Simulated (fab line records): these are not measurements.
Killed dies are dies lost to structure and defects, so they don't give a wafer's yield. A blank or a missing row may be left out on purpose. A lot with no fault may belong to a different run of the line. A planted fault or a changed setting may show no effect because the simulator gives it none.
fab line records -- flow berkeley-cmos170
[record] lots = 6, wafers = 18, last-day = 11
route steps=331 shown SDANNEAL@205 PSD@206 NSD@207 PLDD@208 NLDD@209 SILICIDE@210 CONTACT@216
lots untouched by any fault: they come from a run of this same line in which no faults occurred
start-h: the number of hours between the record's first day and the start of the first shown wafer of the lot -- wait-h: hours elapsed since this lot's preceding step -- " the same as in the row above -- L1.1+2: one row covering several wafers at once -- - no value, or no start was given -- * or withheld: withheld -- < > ~ a bound
route shown NAME@n: NAME is a module with steps in the file, n the number in the route of the first one -- usual: mean and standard deviation over wafers with no fault -- same: alike in all rows -- chamber/n: place in a boat -- sites: each site's reading -- _std_site: standard deviation of those values -- _edge_site: inner sites' mean taken away from outer sites' mean -- radius-mm: for every site, how far away it sits from the centre of the wafer -- mask NAME#n: copy n -- behind: the tool/chamber that last shaped the wafer -- hold: reason for holding the lot/hours on hold/outcome of the hold -- device: whichever transistor did not switch (one of n, p or np) -- end of line: tests run on the same wafers once the route is complete -- a step given without rows: its recipe and nothing more -- killed: count of dies lost to structure and defects at first sort (not the wafer's yield) -- map: the dies of a wafer, with x for killed, . for not killed, _ for no die there
set.NAME: setting as actually run; set.NAME@STEP: the setting as run at that earlier step -- model.NAME: the simulator's own value behind a step, which no gauge read
lots at selected steps of the route; one table per step, one row per wafer
services: the hour from which a tool's chamber was out of use, counted from the record's first day as start-h (under 0 if before that day), plus the number of hours and why
[[steps]]
[step UCB170_SDANNEAL_RTA_01]
[recipe] temp-c = 1050, time-s = 5, ambient = N2
[step UCB170_SDANNEAL_RS_MEAS_02]
[recipe] thk-meas-gauge = four-point-probe
[usual] PSD_RS = 75.6/0.35
lot.wafer,tool,chamber,start-h,wait-h,PSD_RS[ohm/sq]
L961.2,film-metro-03,-,149.04,0.1,75.5
L961.3,film-metro-03,-,149.04,0.1,75.4
L961.4,film-metro-03,-,149.04,0.1,75.1
L970.3,film-metro-03,-,181.49,0.1,75.8
L970.4,film-metro-03,-,181.49,0.1,75.6
L970.6,film-metro-03,-,181.49,0.1,75.6
L975.1,film-metro-04,-,205.76,0.0,76.1
L975.3,film-metro-04,-,205.76,0.0,76.0
L975.4,film-metro-04,-,205.76,0.0,75.9
L976.4,film-metro-01,-,205.99,0.1,75.1
L976.5,film-metro-01,-,205.99,0.1,75.1
L976.6,film-metro-01,-,205.99,0.1,74.9
L980.2,film-metro-03,-,239.72,0.1,75.2
L980.4,film-metro-03,-,239.72,0.1,75.3
L980.6,film-metro-03,-,239.72,0.1,75.2
L983.4,film-metro-03,-,249.88,0.1,75.2
L983.5,film-metro-03,-,249.88,0.1,75.7
L983.6,film-metro-03,-,249.88,0.1,75.6
[step UCB170_SDANNEAL_RS_MEAS_03]
[recipe] thk-meas-gauge = four-point-probe
[usual] NSD_RS = 37.27/0.088
lot.wafer,tool,chamber,start-h,wait-h,NSD_RS[ohm/sq]
L961.2,film-metro-03,-,149.16,0.1,37.25
L961.3,film-metro-03,-,149.16,0.1,37.28
L961.4,film-metro-03,-,149.16,0.1,37.17
L970.3,film-metro-03,-,181.61,0.1,37.31
L970.4,film-metro-03,-,181.61,0.1,37.33
L970.6,film-metro-03,-,181.61,0.1,37.30
L975.1,film-metro-04,-,205.88,0.1,37.33
L975.3,film-metro-04,-,205.88,0.1,37.28
L975.4,film-metro-04,-,205.88,0.1,37.21
L976.4,film-metro-01,-,206.11,0.1,37.22
L976.5,film-metro-01,-,206.11,0.1,37.35
L976.6,film-metro-01,-,206.11,0.1,37.32
L980.2,film-metro-03,-,239.84,0.1,37.22
L980.4,film-metro-03,-,239.84,0.1,37.26
L980.6,film-metro-03,-,239.84,0.1,37.27
L983.4,film-metro-03,-,250.00,0.1,37.26
L983.5,film-metro-03,-,250.00,0.1,37.26
L983.6,film-metro-03,-,250.00,0.1,37.22
[step UCB170_SDANNEAL_RS_MEAS_04]
[recipe] thk-meas-gauge = four-point-probe
[usual] PLDD_RS = 1032.0/2.5
lot.wafer,tool,chamber,start-h,wait-h,PLDD_RS[ohm/sq]
L961.2,film-metro-03,-,149.28,0.1,1034.1
L961.3,film-metro-03,-,149.28,0.1,1034.6
L961.4,film-metro-03,-,149.28,0.1,1033.6
L970.3,film-metro-03,-,181.73,0.1,1025.5
L970.4,film-metro-03,-,181.73,0.1,1029.5
L970.6,film-metro-03,-,181.73,0.1,1029.9
L975.1,film-metro-04,-,206.00,0.1,1028.4
L975.3,film-metro-04,-,206.00,0.1,1030.1
L975.4,film-metro-04,-,206.00,0.1,1031.9
L976.4,film-metro-01,-,206.23,0.1,1031.6
L976.5,film-metro-01,-,206.23,0.1,1033.6
L976.6,film-metro-01,-,206.23,0.1,1032.5
L980.2,film-metro-03,-,239.96,0.1,1025.4
L980.4,film-metro-03,-,239.96,0.1,1030.5
L980.6,film-metro-03,-,239.96,0.1,1028.5
L983.4,film-metro-03,-,250.12,0.1,1030.7
L983.5,film-metro-03,-,250.12,0.1,1030.9
L983.6,film-metro-03,-,250.12,0.1,1032.0
[step UCB170_SDANNEAL_RS_MEAS_05]
[recipe] thk-meas-gauge = four-point-probe
[usual] NLDD_RS = 616.3/1.7
lot.wafer,tool,chamber,start-h,wait-h,NLDD_RS[ohm/sq]
L961.2,film-metro-03,-,149.40,0.1,614.8
L961.3,film-metro-03,-,149.40,0.1,616.3
L961.4,film-metro-03,-,149.40,0.1,615.1
L970.3,film-metro-03,-,181.85,0.1,615.5
L970.4,film-metro-03,-,181.85,0.1,616.1
L970.6,film-metro-03,-,181.85,0.1,615.7
L975.1,film-metro-04,-,206.12,0.1,616.7
L975.3,film-metro-04,-,206.12,0.1,618.4
L975.4,film-metro-04,-,206.12,0.1,617.8
L976.4,film-metro-01,-,206.35,0.1,616.2
L976.5,film-metro-01,-,206.35,0.1,616.4
L976.6,film-metro-01,-,206.35,0.1,614.2
L980.2,film-metro-03,-,240.08,0.1,613.8
L980.4,film-metro-03,-,240.08,0.1,612.4
L980.6,film-metro-03,-,240.08,0.1,613.8
L983.4,film-metro-03,-,250.24,0.1,616.6
L983.5,film-metro-03,-,250.24,0.1,617.1
L983.6,film-metro-03,-,250.24,0.1,616.0
[step UCB170_SILICIDE_PRE_CLEAN_00]
[recipe] gas = Ar, preclean-etch-time-s = 60
[step UCB170_SILICIDE_SPUTTER_01]
[recipe] material = Ti, target-thk-nm = 30, time-s = 25, power-w = 1500, chamber-pressure-pa = 0.5
[usual] throttle-valve-pct = 30.2/0.91
lot.wafer,tool,chamber,start-h,wait-h,throttle-valve-pct
L961.2,pvd-sputter-02,-,149.56,0.0,29.5
L961.3,pvd-sputter-02,-,149.56,0.0,30.2
L961.4,pvd-sputter-02,-,149.56,0.0,31.5
L970.3,pvd-sputter-01,-,182.00,0.0,29.2
L970.4,pvd-sputter-01,-,182.00,0.0,28.7
L970.6,pvd-sputter-01,-,182.00,0.0,29.2
L975.1,pvd-sputter-03,-,206.30,0.0,29.9
L975.3,pvd-sputter-03,-,206.30,0.0,31.7
L975.4,pvd-sputter-03,-,206.30,0.0,30.2
L976.4,pvd-sputter-02,-,206.48,0.0,31.3
L976.5,pvd-sputter-02,-,206.48,0.0,29.9
L976.6,pvd-sputter-02,-,206.48,0.0,31.3
L980.2,pvd-sputter-02,-,240.24,0.0,31.2
L980.4,pvd-sputter-02,-,240.24,0.0,29.4
L980.6,pvd-sputter-02,-,240.24,0.0,31.2
L983.4,pvd-sputter-01,-,250.37,0.0,29.0
L983.5,pvd-sputter-01,-,250.37,0.0,30.0
L983.6,pvd-sputter-01,-,250.37,0.0,28.6
[step UCB170_SILICIDE_RS_MEAS_02]
[recipe] thk-meas-gauge = four-point-probe, reads = Ti_of_SILICIDE_SPUTTER_01
[usual] SILICIDE_TI_RS = 26.1/0.38
lot.wafer,tool,chamber,start-h,wait-h,SILICIDE_TI_RS[ohm/sq]
L961.2,film-metro-02,-,149.63,0.1,25.9
L961.3,film-metro-02,-,149.63,0.1,26.1
L961.4,film-metro-02,-,149.63,0.1,25.9
L970.3,film-metro-02,-,182.07,0.1,26.2
L970.4,film-metro-02,-,182.07,0.1,26.0
L970.6,film-metro-02,-,182.07,0.1,25.8
L975.1,film-metro-04,-,206.33,0.0,26.3
L975.3,film-metro-04,-,206.33,0.0,26.4
L975.4,film-metro-04,-,206.33,0.0,25.8
L976.4,film-metro-02,-,206.57,0.1,25.8
L976.5,film-metro-02,-,206.57,0.1,26.3
L976.6,film-metro-02,-,206.57,0.1,26.0
L980.2,film-metro-04,-,240.29,0.0,25.9
L980.4,film-metro-04,-,240.29,0.0,26.2
L980.6,film-metro-04,-,240.29,0.0,25.8
L983.4,film-metro-02,-,250.46,0.1,26.1
L983.5,film-metro-02,-,250.46,0.1,26.0
L983.6,film-metro-02,-,250.46,0.1,25.8
[step UCB170_SILICIDE_THK_MEAS_03]
[recipe] thk-meas-gauge = xrf, reads = Ti_of_SILICIDE_SPUTTER_01
[usual] SILICIDE_TI_THK = 29.9/0.37
lot.wafer,tool,chamber,start-h,wait-h,SILICIDE_TI_THK[nm]
L961.2,film-metro-02,-,149.74,0.1,30.3
L961.3,film-metro-02,-,149.74,0.1,29.9
L961.4,film-metro-02,-,149.74,0.1,30.1
L970.3,film-metro-02,-,182.17,0.1,29.7
L970.4,film-metro-02,-,182.17,0.1,30.1
L970.6,film-metro-02,-,182.17,0.1,30.1
L975.1,film-metro-04,-,206.45,0.1,29.5
L975.3,film-metro-04,-,206.45,0.1,29.5
L975.4,film-metro-04,-,206.45,0.1,29.9
L976.4,film-metro-02,-,206.66,0.1,30.4
L976.5,film-metro-02,-,206.66,0.1,29.9
L976.6,film-metro-02,-,206.66,0.1,30.3
L980.2,film-metro-04,-,240.40,0.1,29.9
L980.4,film-metro-04,-,240.40,0.1,29.6
L980.6,film-metro-04,-,240.40,0.1,30.0
L983.4,film-metro-02,-,250.55,0.1,29.9
L983.5,film-metro-02,-,250.55,0.1,29.9
L983.6,film-metro-02,-,250.55,0.1,30.1
[step UCB170_SILICIDE_RTA_04]
[recipe] temp-c = 650, time-s = 15.71, ambient = N2
[usual] lamp-power-pct = 9.6/1.1, wafer_temp_C_max = 652.7/0.69
lot.wafer,tool,chamber,start-h,wait-h,lamp-power-pct,wafer_temp_C_max
L961.2,rtp-anneal-01,0,149.81,0.1,8.7,653.2
L961.3,rtp-anneal-01,0,149.81,0.1,8.7,653.5
L961.4,rtp-anneal-01,0,149.81,0.1,8.8,652.7
L970.3,rtp-anneal-01,0,182.24,0.1,8.7,653.2
L970.4,rtp-anneal-01,0,182.24,0.1,8.7,652.2
L970.6,rtp-anneal-01,0,182.24,0.1,8.7,652.4
L975.1,rtp-anneal-01,0,206.51,0.1,8.7,652.9
L975.3,rtp-anneal-01,0,206.51,0.1,8.7,653.5
L975.4,rtp-anneal-01,0,206.51,0.1,8.8,653.5
L976.4,rtp-anneal-01,0,206.72,0.1,8.7,651.9
L976.5,rtp-anneal-01,0,206.72,0.1,8.7,653.2
L976.6,rtp-anneal-01,0,206.72,0.1,8.7,652.6
L980.2,rtp-anneal-01,0,240.47,0.1,8.7,653.2
L980.4,rtp-anneal-01,0,240.47,0.1,8.7,652.8
L980.6,rtp-anneal-01,0,240.47,0.1,8.7,652.7
L983.4,rtp-anneal-01,0,250.61,0.1,8.7,653.5
L983.5,rtp-anneal-01,0,250.61,0.1,8.7,652.7
L983.6,rtp-anneal-01,0,250.61,0.1,8.8,653.6
[step UCB170_SILICIDE_WET_ETCH_05]
[recipe] chemistry = SPM, time-s = 45, temp-c = 120, target = Ti
[step UCB170_CONTACT_CLEAN_00]
[recipe] chemistry = SPM, temp-c = 120, time-s = 600
[step UCB170_CONTACT_CVD_01]
[recipe] material = PSG, target-thk-nm = 700, temp-c = 450, precursor = SiH4/O2/PH3, time-s = 2820, pressure-mtorr = 300, sih4-flow-sccm = 60, o2-flow-sccm = 90, ph3-flow-sccm = 25
[usual] pressure-mtorr = 300.0/0.59
lot.wafer,tool,chamber,start-h,wait-h,pressure-mtorr,model.PSG_of_CONTACT_CVD_01.thk-nm
L961.2,lpcvd-02,0,150.06,0.0,299.1,703.9
L961.3,lpcvd-02,0,150.06,0.0,299.5,700.7
L961.4,lpcvd-02,0,150.06,0.0,299.7,697.3
L970.3,lpcvd-02,0,182.96,0.5,300.6,691.7
L970.4,lpcvd-02,0,182.96,0.5,300.3,695.1
L970.6,lpcvd-02,0,182.96,0.5,300.9,696.1
L975.1,lpcvd-02,0,208.05,0.9,299.5,992
L975.3,lpcvd-02,0,208.05,0.9,299.6,982.8
L975.4,lpcvd-02,0,208.05,0.9,300.1,986.6
L976.4,lpcvd-02,0,208.05,0.9,299.7,976.2
L976.5,lpcvd-02,0,208.05,0.9,299.7,979
L976.6,lpcvd-02,0,208.05,0.9,299.5,974.4
L980.2,lpcvd-01,0,242.04,1.3,300.0,701.2
L980.4,lpcvd-01,0,242.04,1.3,300.3,696.9
L980.6,lpcvd-01,0,242.04,1.3,300.0,697.3
L983.4,lpcvd-01,1,251.77,0.0,301.3,702.4
L983.5,lpcvd-01,1,251.77,0.0,300.6,700.6
L983.6,lpcvd-01,1,251.77,0.0,301.3,699.3
[step UCB170_CONTACT_THK_MEAS_02]
[recipe] reads = PSG_of_CONTACT_CVD_01
[usual] CONTACT_PSG_THK = 699/6.4
lot.wafer,tool,chamber,start-h,wait-h,CONTACT_PSG_THK[nm]
L961.2,film-metro-01,-,151.86,0.0,704
L961.3,film-metro-01,-,151.86,0.0,701
L961.4,film-metro-01,-,151.86,0.0,698
L970.3,film-metro-03,-,184.77,0.0,692
L970.4,film-metro-03,-,184.77,0.0,696
L970.6,film-metro-03,-,184.77,0.0,696
L975.1,film-metro-03,-,209.83,0.0,991
L975.3,film-metro-03,-,209.83,0.0,983
L975.4,film-metro-03,-,209.83,0.0,986
L976.4,film-metro-01,-,209.86,0.0,976
L976.5,film-metro-01,-,209.86,0.0,979
L976.6,film-metro-01,-,209.86,0.0,974
L980.2,film-metro-02,-,243.84,0.0,701
L980.4,film-metro-02,-,243.84,0.0,697
L980.6,film-metro-02,-,243.84,0.0,697
L983.4,film-metro-01,-,253.58,0.0,702
L983.5,film-metro-01,-,253.58,0.0,701
L983.6,film-metro-01,-,253.58,0.0,699
[step UCB170_CONTACT_HMDS_03]
[recipe] prime-time-s = 60, prime-temp-c = 100
[step UCB170_CONTACT_COAT_04]
[recipe] resist = KrF, spin-rpm = 1500, resist-thk-nm = 900
[step UCB170_CONTACT_SOFTBAKE_05]
[recipe] resist = KrF, temp-c = 130, time-s = 60
[step UCB170_CONTACT_STRIP_06]
[recipe] chemistry = O2, power-w = 400, pressure-mtorr = 3500, platen-temp-c = withheld, o2-flow-sccm = 400, overash-fraction = 0.5
[usual] drypump-motor-current-A = 5.6/0.46, oes-product-au = 0.734/0.0046, strip-time-to-endpoint-s = 21.97/0.066
lot.wafer,tool,chamber,start-h,wait-h,drypump-motor-current-A,oes-product-au,rf-hours-counter-h,strip-time-to-endpoint-s
L961.2,plasma-asher-01,0,152.94,0.1,5.3,0.735,4,21.97
L961.3,plasma-asher-01,1,152.94,0.1,5.4,0.732,-,21.96
L961.4,plasma-asher-01,0,152.94,0.1,5.3,0.732,-,21.94
L970.3,plasma-asher-01,0,185.29,0.1,5.2,0.738,-,21.95
L970.4,plasma-asher-01,1,185.29,0.1,5.4,0.736,-,22.09
L970.6,plasma-asher-01,1,185.29,0.1,5.4,0.750,-,21.97
L975.1,plasma-asher-01,1,210.40,0.1,5.4,0.740,10,22.10
L975.3,plasma-asher-01,0,210.40,0.1,5.2,0.725,-,22.08
L975.4,plasma-asher-01,1,210.40,0.1,5.4,0.738,-,21.98
L976.4,plasma-asher-04,0,210.61,0.1,5.3,0.734,-,21.93
L976.5,plasma-asher-04,0,210.61,0.1,5.3,0.736,-,21.83
L976.6,plasma-asher-04,1,210.61,0.1,6.4,0.736,-,21.81
L980.2,plasma-asher-02,0,244.52,0.1,5.1,0.736,59,21.88
L980.4,plasma-asher-02,1,244.52,0.1,6.1,0.729,-,21.92
L980.6,plasma-asher-02,1,244.52,0.1,6.1,0.734,-,21.93
L983.4,plasma-asher-01,0,254.10,0.1,5.2,0.731,-,21.97
L983.5,plasma-asher-01,0,254.10,0.1,5.2,0.734,-,22.00
L983.6,plasma-asher-01,1,254.10,0.1,5.4,0.739,-,21.92
[step UCB170_CONTACT_CLEAN_07]
[recipe] chemistry = SPM, temp-c = 120, time-s = 600
[step UCB170_CONTACT_RTA_08]
[recipe] temp-c = 900, time-s = 10, ambient = N2
[usual] lamp-power-pct = 23.0/2.6, wafer_temp_C_max = 903.7/0.92
lot.wafer,tool,chamber,start-h,wait-h,lamp-power-pct,wafer_temp_C_max
L961.2,rtp-anneal-01,0,153.24,0.0,20.4,903.2
L961.3,rtp-anneal-01,0,153.24,0.0,20.4,904.8
L961.4,rtp-anneal-01,0,153.24,0.0,20.5,904.2
L970.3,rtp-anneal-02,0,185.57,0.0,25.6,903.9
L970.4,rtp-anneal-02,0,185.57,0.0,25.6,903.6
L970.6,rtp-anneal-02,0,185.57,0.0,25.6,904.4
L975.1,rtp-anneal-01,0,210.67,0.0,20.4,903.0
L975.3,rtp-anneal-01,0,210.67,0.0,20.4,905.6
L975.4,rtp-anneal-01,0,210.67,0.0,20.4,903.0
L976.4,rtp-anneal-02,0,210.89,0.0,25.5,902.9
L976.5,rtp-anneal-02,0,210.89,0.0,25.6,902.4
L976.6,rtp-anneal-02,0,210.89,0.0,25.5,903.0
L980.2,rtp-anneal-01,0,244.81,0.0,20.4,903.9
L980.4,rtp-anneal-01,0,244.81,0.0,20.4,903.4
L980.6,rtp-anneal-01,0,244.81,0.0,20.4,905.2
L983.4,rtp-anneal-02,0,254.39,0.0,25.5,903.7
L983.5,rtp-anneal-02,0,254.39,0.0,25.6,902.2
L983.6,rtp-anneal-02,0,254.39,0.0,25.6,903.2
[step UCB170_CONTACT_COAT_09]
[recipe] resist = BARC, temp-c = withheld, time-s = withheld, spin-rpm = 3000, resist-thk-nm = withheld
[step UCB170_CONTACT_COAT_10]
[recipe] resist = KrF, spin-rpm = 1500, resist-thk-nm = 900
[step UCB170_CONTACT_SOFTBAKE_11]
[recipe] resist = KrF, temp-c = 130, time-s = 60
[step UCB170_CONTACT_EXPOSE_12]
[recipe] mask-id = CONT, target-cd-nm = 700, na = 0.5, sigma-outer = 0.6, source-shape = conventional, dose-mj = 35
[step UCB170_CONTACT_PEB_13]
[recipe] peb-temp-c = 128.9, peb-time-s = withheld, resist = KrF
[step UCB170_CONTACT_DEVELOP_14]
[recipe] developer = TMAH, develop-time-s = 45, resist = KrF, dev-temp-c = 21
[step UCB170_CONTACT_CD_MEAS_15]
[recipe] target-cd-nm = 700
[usual] cd-nm = 700.6/1.5
lot.wafer,tool,chamber,start-h,wait-h,cd-nm
L961.2,cd-sem-02,-,155.24,-,701.9
L961.3,cd-sem-02,-,155.24,-,701.8
L961.4,cd-sem-02,-,155.24,-,701.9
L970.3,cd-sem-02,-,186.83,-,699.3
L970.4,cd-sem-02,-,186.83,-,699.4
L970.6,cd-sem-02,-,186.83,-,699.6
L975.1,cd-sem-01,-,211.71,-,700.0
L975.3,cd-sem-01,-,211.71,-,699.5
L975.4,cd-sem-01,-,211.71,-,699.5
L976.4,cd-sem-02,-,212.01,-,701.6
L976.5,cd-sem-02,-,212.01,-,701.5
L976.6,cd-sem-02,-,212.01,-,701.7
L980.2,cd-sem-02,-,246.27,-,701.4
L980.4,cd-sem-02,-,246.27,-,701.3
L980.6,cd-sem-02,-,246.27,-,702.4
L983.4,cd-sem-01,-,255.32,-,700.7
L983.5,cd-sem-01,-,255.32,-,700.9
L983.6,cd-sem-01,-,255.32,-,700.9
[step UCB170_CONTACT_OVL_MEAS_16]
[usual] CONTACT_OVL = -1/5.1
lot.wafer,tool,chamber,start-h,wait-h,CONTACT_OVL[nm]
L961.2,overlay-02,-,155.34,0.1,6
L961.3,overlay-02,-,155.34,0.1,-14
L961.4,overlay-02,-,155.34,0.1,-8
L970.3,overlay-01,-,186.92,0.1,4
L970.4,overlay-01,-,186.92,0.1,-2
L970.6,overlay-01,-,186.92,0.1,-3
L975.1,overlay-01,-,211.83,0.1,5
L975.3,overlay-01,-,211.83,0.1,3
L975.4,overlay-01,-,211.83,0.1,0
L976.4,overlay-02,-,212.09,0.1,-14
L976.5,overlay-02,-,212.09,0.1,-3
L976.6,overlay-02,-,212.09,0.1,-9
L980.2,overlay-01,-,246.37,0.1,3
L980.4,overlay-01,-,246.37,0.1,-1
L980.6,overlay-01,-,246.37,0.1,-1
L983.4,overlay-01,-,255.40,0.1,-1
L983.5,overlay-01,-,255.40,0.1,1
L983.6,overlay-01,-,255.40,0.1,-1
[step UCB170_CONTACT_ETCH_17]
[recipe] chemistry = N2/H2, target-depth-a = withheld, overetch-a = withheld, target = BARC, time-s = withheld, source-w = 500, bias-w = 100, pressure-mtorr = 30, n2-flow-sccm = 100, h2-flow-sccm = 200
[usual] drypump-motor-current-A = 5.6/0.37, oes-product-au = 0.995/0.024, throttle-valve-pct = 13.28/0.17
lot.wafer,tool,chamber,start-h,wait-h,drypump-motor-current-A,oes-product-au,throttle-valve-pct
L961.2,rie-diel-02,3,155.37,0.0,5.5,1.015,13.33
L961.3,rie-diel-02,0,155.37,0.0,5.6,0.999,13.55
L961.4,rie-diel-02,1,155.37,0.0,5.4,0.981,13.47
L970.3,rie-diel-02,3,186.95,0.0,5.5,1.017,13.35
L970.4,rie-diel-02,1,186.95,0.0,5.4,0.976,13.45
L970.6,rie-diel-02,1,186.95,0.0,5.4,0.984,13.48
L975.1,rie-diel-02,1,211.86,0.0,5.4,0.984,13.48
L975.3,rie-diel-02,3,211.86,0.0,5.5,1.034,13.35
L975.4,rie-diel-02,0,211.86,0.0,5.5,0.987,13.56
L976.4,rie-diel-03,0,212.12,0.0,5.5,0.978,13.27
L976.5,rie-diel-03,1,212.12,0.0,5.6,0.955,13.01
L976.6,rie-diel-03,3,212.12,0.0,5.5,0.972,13.25
L980.2,rie-diel-02,0,246.40,0.0,5.5,0.987,13.55
L980.4,rie-diel-02,1,246.40,0.0,5.4,0.969,13.46
L980.6,rie-diel-02,3,246.40,0.0,5.5,1.015,13.36
L983.4,rie-diel-04,2,255.44,0.0,5.1,1.015,13.22
L983.5,rie-diel-04,1,255.44,0.0,5.8,0.996,13.54
L983.6,rie-diel-04,0,255.44,0.0,5.9,1.009,13.31
[step UCB170_CONTACT_ETCH_18]
[recipe] chemistry = CHF3/CF4/Ar, target = PSG, stop-on = TiSi2, CHF3_flow_sccm = 45, cf4-flow-sccm = 15, Ar_flow_sccm = 150, pressure-mtorr = 200, rf-w = 700, target-depth-a = 8400, over-etch-frac = 0.2, time-s = 195
[usual] CHF3_flow_sccm = 45.03/0.14, drypump-motor-current-A = 5.6/0.37, oes-product-au = 0.886/0.012, throttle-valve-pct = 6.88/0.11
lot.wafer,tool,chamber,start-h,wait-h,CHF3_flow_sccm,drypump-motor-current-A,oes-product-au,rf-hours-counter-h,throttle-valve-pct,model.etch.depth-nm,model.CONTACT.feature-depth-nm
L961.2,rie-diel-02,3,-,-,45.06,5.5,0.894,119,6.90,703.9,703.9
L961.3,rie-diel-02,0,-,-,45.34,5.5,0.897,131,7.05,700.7,700.7
L961.4,rie-diel-02,1,-,-,45.00,5.4,0.883,133,6.99,697.3,697.3
L970.3,rie-diel-02,3,-,-,45.09,5.5,0.885,121,6.91,691.7,691.7
L970.4,rie-diel-02,1,-,-,45.08,5.4,0.889,134,6.98,695.1,695.1
L970.6,rie-diel-02,1,-,-,45.09,5.4,0.882,-,6.99,696.1,696.1
L975.1,rie-diel-02,1,-,-,45.17,5.4,0.981,136,6.99,839.2,839.2
L975.3,rie-diel-02,3,-,-,45.13,5.5,1.018,122,6.89,869.5,869.5
L975.4,rie-diel-02,0,-,-,45.05,5.5,0.985,134,7.05,832,832
L976.4,rie-diel-03,0,-,-,45.00,5.5,0.976,-,6.87,842.4,842.4
L976.5,rie-diel-03,1,-,-,44.91,5.6,0.959,-,6.74,818.5,818.5
L976.6,rie-diel-03,3,-,-,44.99,5.5,0.978,-,6.86,815.7,815.7
L980.2,rie-diel-02,0,-,-,44.85,5.5,0.892,135,7.06,701.2,701.2
L980.4,rie-diel-02,1,-,-,45.25,5.4,0.884,137,6.99,696.9,696.9
L980.6,rie-diel-02,3,-,-,45.03,5.5,0.887,-,6.91,697.3,697.3
L983.4,rie-diel-04,2,-,-,44.91,5.1,0.898,-,6.87,702.4,702.4
L983.5,rie-diel-04,1,-,-,45.06,5.8,0.881,-,7.11,700.6,700.6
L983.6,rie-diel-04,0,-,-,44.87,5.9,0.899,-,6.90,699.3,699.3
[step UCB170_CONTACT_STRIP_19]
[recipe] chemistry = O2, power-w = 400, pressure-mtorr = 3500, platen-temp-c = withheld, o2-flow-sccm = 400, overash-fraction = 0.5
[[services]]
tool,chamber,start-h,hours,kind
pvd-sputter-03,-,126.50,4.7,repair
rie-diel-03,1,133.39,4.7,repair
rie-diel-03,0,135.29,7.5,repair
rie-diel-02,-,152.80,0.3,repair
plasma-asher-01,-,163.66,9.1,repair
pvd-sputter-01,-,165.11,8.4,repair
rie-diel-04,3,169.45,1.2,repair
rie-diel-02,-,169.49,10.3,repair
rie-diel-04,-,202.55,14.6,pm
plasma-asher-01,-,205.54,1.5,repair
rie-diel-03,2,210.61,5.7,repair
rie-diel-03,3,221.04,6.2,repair
pvd-sputter-02,-,229.04,2.8,repair
rie-diel-03,2,235.69,-,clean
rie-diel-03,2,235.69,17.2,scheduled-down
rie-diel-03,2,235.69,17.2,vent-cycle
plasma-asher-01,-,237.56,0.7,repair
rie-diel-04,3,248.31,-,clean
rie-diel-04,3,248.31,19.1,scheduled-down
rie-diel-04,3,248.31,19.1,vent-cycle
rie-diel-02,1,254.75,-,clean
rie-diel-02,1,254.75,15.7,scheduled-down
rie-diel-02,1,254.75,15.7,vent-cycle
[[key]]
[first-sign] step = UCB170_CONTACT_THK_MEAS_02, reading = CONTACT_PSG_THK, direction = up, sigmas = 44, usual = 699, struck = 982
[effect] step = UCB170_CONTACT_ETCH_18, reading = oes-product-au, direction = up, sigmas = 8.1, usual = 0.886, struck = 0.983
[model-effect] step = UCB170_CONTACT_CVD_01, value = PSG_of_CONTACT_CVD_01.thk-nm, without = 701.8, struck = 981.8
[model-effect] step = UCB170_CONTACT_ETCH_18, value = etch.depth-nm, without = 701.8, struck = 836.2
met-at UCB170_CONTACT_CVD_01
struck-wafers L975.1,L975.3,L975.4,L976.4,L976.5,L976.6
later-rows-left-out L975.1,L975.3,L975.4,L976.4,L976.5,L976.6
sort-left-out L975.1,L975.3,L975.4,L976.4,L976.5,L976.6
tester-left-out L975,L976
onset-between 182.96 208.05
[fault] kind = process-parameter-drift, tool = lpcvd-02, chamber = 0, onset-h = 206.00, steps = UCB170_CONTACT_CVD_01, channel = target-thk-nm, offset = 280, shape = step, end-h = 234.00, acts-in = these-recipes-only, stated = 700
// tester-left-out: of these lots the tester's yield and bins aren't shown, on N5 and GAA mostly nor the transistor test; their killed dies are dies lost to structure and defects alone, not to doping, threshold or leakage, so they don't give the yield
// sort-left-out: the simulated sort isn't trusted on such a fault, so these wafers' sort isn't shown, and their yield isn't known
// later-rows-left-out: the simulator's readings of these wafers behind a module that went badly wrong aren't trusted and aren't shown, but for the sort
